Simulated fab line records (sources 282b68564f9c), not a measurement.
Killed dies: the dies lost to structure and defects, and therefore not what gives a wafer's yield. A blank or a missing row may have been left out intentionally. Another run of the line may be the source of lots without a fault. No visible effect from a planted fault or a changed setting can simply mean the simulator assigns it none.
A single fault, viewed from 2 desks ; flow rit-cmos ; each desk has only its own numbers; what lay behind them comes last

FOR THE TOOL OWNER'S DESK: rie-si-01
The tool's own readings at RIT_GATE_ETCH_19 (etches poly-Si in SF6/CHF3/O2, stops on SiO2, time 165 s, target depth 312.5 nm): means of the sampled wafers that have a number, for each lot that ran on this tool. A lot is out of limits, marked OUT, if its mean lies more than 4 standard deviations from the usual mean; the brackets give that distance.
Columns: A = drypump-motor-current-A at RIT_GATE_ETCH_19, usual 5.8 A; B = oes-product-au at RIT_GATE_ETCH_19, usual 0.848 a.u.; C = run-length-s at RIT_GATE_ETCH_19, usual 193.2 s; D = throttle-valve-pct at RIT_GATE_ETCH_19, usual 10.29 %
lot;first seen here;A;B;C;D
L272;day 2 22:26;5.5;0.856;193.5;10.41
L282;day 5 02:16;5.8;0.848;193.7;10.32
L286;day 5 21:13;5.7;0.824;201.1 (+13) OUT;10.28
L288;day 6 07:04;5.7;0.826;201.3 (+14) OUT;10.28
This desk's finding: out of limits on L286, L288; first on L286, day 5 21:13 (run-length-s at RIT_GATE_ETCH_19). L272, L282 stayed within limits.

THE METROLOGY DESK
Means of the sampled wafers that have a number, per lot and without regard to the tool the lot ran on: this is what the gauges read. A lot is out of limits, marked OUT, if its mean lies more than 4 standard deviations from the usual mean; the brackets give that distance.
Columns: A = GATE_OXIDE_THK at RIT_GATE_THK_MEAS_07, usual 3.03 nm; B = GATE_POLY_THK at RIT_GATE_THK_MEAS_09, usual 250.6 nm; C = cd-nm at RIT_GATE_CD_MEAS_16, usual 150.0 nm; D = GATE_OVL at RIT_GATE_OVL_MEAS_17, usual -0.7 nm
lot;first seen here;A;B;C;D
L272;day 2 19:23;3.03;250.5;143.9;-0.1
L282;day 4 22:24;3.06;249.6;153.4;-1.2
L286;day 5 18:05;2.97;252.8;149.2;-0.8
L288;day 6 04:03;2.94;253.9;150.2;0.8
L291;day 6 19:23;2.97;250.4;147.9;1.9
L293;day 7 04:33;3.02;250.1;149.4;-0.4
Finding of this desk: none of the 6 lots has anything out of limits.

ALL TOGETHER
On L286, L288, at day 5 21:13, an alarm was possible from the tool owner's desk.
Nothing out of limits was seen by the metrology desk.
The metrology desk has L286, L288 on record, within its limits.
The lots listed all ran RIT_GATE_ETCH_19 on rie-si-01.

WHAT WAS PUT IN BY THE SIMULATOR
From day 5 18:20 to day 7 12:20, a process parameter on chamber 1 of rie-si-01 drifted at RIT_GATE_ETCH_19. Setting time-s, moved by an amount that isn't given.
Shown lots that were struck: L286, L288.
Each desk's first reading out of limits, in hours after the fault started: the tool owner's desk, 3.
